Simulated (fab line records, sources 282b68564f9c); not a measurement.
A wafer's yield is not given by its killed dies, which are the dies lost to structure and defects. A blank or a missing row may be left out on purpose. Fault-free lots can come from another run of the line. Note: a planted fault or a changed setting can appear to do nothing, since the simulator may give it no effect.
Check for tools in common -- flow ritCmos -- Sampled: 14 lots, 42 wafers

== WHAT PROMPTED THE OPENING ==
At RIT_WELLDRIVE_RS_MEAS_01 the reading NWELL_RS is flagged on 2 of 14 lots. Wafers without a fault read 275.9 ohm/sq, standard deviation 0.65.
Rule: flag the lot when none of its wafers has a number, or when each of its wafers that has one lies beyond 4 standard deviations from that mean. All remaining lots are regarded as sound.

lot,measured,on,"NWELL_RS (ohm/sq), wafer by wafer",flag
L594,day 2 05:51,filmMetro-01,276.0 275.3 275.5,
L595,day 2 10:55,filmMetro-01,275.7 276.1 275.2,
L596,day 2 14:27,filmMetro-03,275.6 275.3 275.3,
L598,day 3 08:22,filmMetro-01,275.1 275.6 275.7,
L599,day 3 13:27,filmMetro-02,286.0 286.5 287.2,FLAGGED
L600,day 3 19:52,filmMetro-01,287.1 286.8 286.0,FLAGGED
L601,day 4 00:25,filmMetro-03,276.2 275.5 275.9,
L602,day 4 01:55,filmMetro-03,277.2 276.9 276.4,
L609,day 5 09:42,filmMetro-01,274.4 275.5 275.1,
L610,day 5 14:48,filmMetro-03,276.9 277.2 277.1,
L613,day 6 06:42,filmMetro-03,277.1 276.2 276.4,
L614,day 6 10:29,filmMetro-01,275.4 275.6 275.8,
L616,day 6 19:26,filmMetro-02,276.0 275.4 276.3,
L617,day 7 01:03,filmMetro-01,276.2 276.1 275.7,
Average over the flagged lots: 286.6 ohm/sq; offset from the usual +10.7 ohm/sq, equal to +16 standard deviations.

== WHICH TOOL RAN EACH LOT ==
The record keeps 1 process step preceding the reading, out of 202 steps on the route. Read each cell as the tool, then ch plus the chambers that the sampled wafers visited, then the start.
lot,flag,RIT_WELLDRIVE_ANNEAL_00
L594,,"furnace-03 ch 0, day 2 00:45"
L595,,"furnace-03 ch 0, day 2 05:50"
L596,,"furnace-01 ch 0, day 2 09:22"
L598,,"furnace-01 ch 0, day 3 03:17"
L599,FLAGGED,"furnace-01 ch 0, day 3 08:22"
L600,FLAGGED,"furnace-01 ch 0, day 3 14:46"
L601,,"furnace-04 ch 0, day 3 19:20"
L602,,"furnace-03 ch 0, day 3 20:50"
L609,,"furnace-04 ch 0, day 5 04:37"
L610,,"furnace-04 ch 0, day 5 09:42"
L613,,"furnace-03 ch 0, day 6 01:37"
L614,,"furnace-04 ch 0, day 6 05:24"
L616,,"furnace-04 ch 0, day 6 14:19"
L617,,"furnace-01 ch 0, day 6 19:56"
What is done by these steps:
- RIT_WELLDRIVE_ANNEAL_00: time 14700 s.
- RIT_WELLDRIVE_RS_MEAS_01: measures by four-point-probe.

== FLAGGED AGAINST TOTAL, ONE TOOL AT A TIME (gauges that did the reading follow at the end) ==
step,tool,lots run,flagged,share of the flagged lots,sound lots run after its first flagged lot
RIT_WELLDRIVE_ANNEAL_00,furnace-01,5,2,all,1 (L617)
RIT_WELLDRIVE_ANNEAL_00,furnace-03,4,0,none,-
RIT_WELLDRIVE_ANNEAL_00,furnace-04,5,0,none,-
RIT_WELLDRIVE_RS_MEAS_01,filmMetro-01,7,1,some,"3 (L609,L614,L617)"
RIT_WELLDRIVE_RS_MEAS_01,filmMetro-02,2,1,some,1 (L616)
RIT_WELLDRIVE_RS_MEAS_01,filmMetro-03,5,0,none,-

== WHAT THE TABLE PERMITS ==
Rows of the table that ran each flagged lot: 1, that is furnace-01 at RIT_WELLDRIVE_ANNEAL_00.
- furnace-01 at RIT_WELLDRIVE_ANNEAL_00: 2 of its 5 lots flagged. After the first flagged lot (L617), sound lots still ran on it; a lasting fault on the whole tool would not permit that. Its own readings (runLengthS) fall more than 4 standard deviations out on all wafers of the flagged lots.
None of the table's rows ran every flagged lot and, after the first, no sound lot.

== WHAT THE SIMULATOR PUT IN ==
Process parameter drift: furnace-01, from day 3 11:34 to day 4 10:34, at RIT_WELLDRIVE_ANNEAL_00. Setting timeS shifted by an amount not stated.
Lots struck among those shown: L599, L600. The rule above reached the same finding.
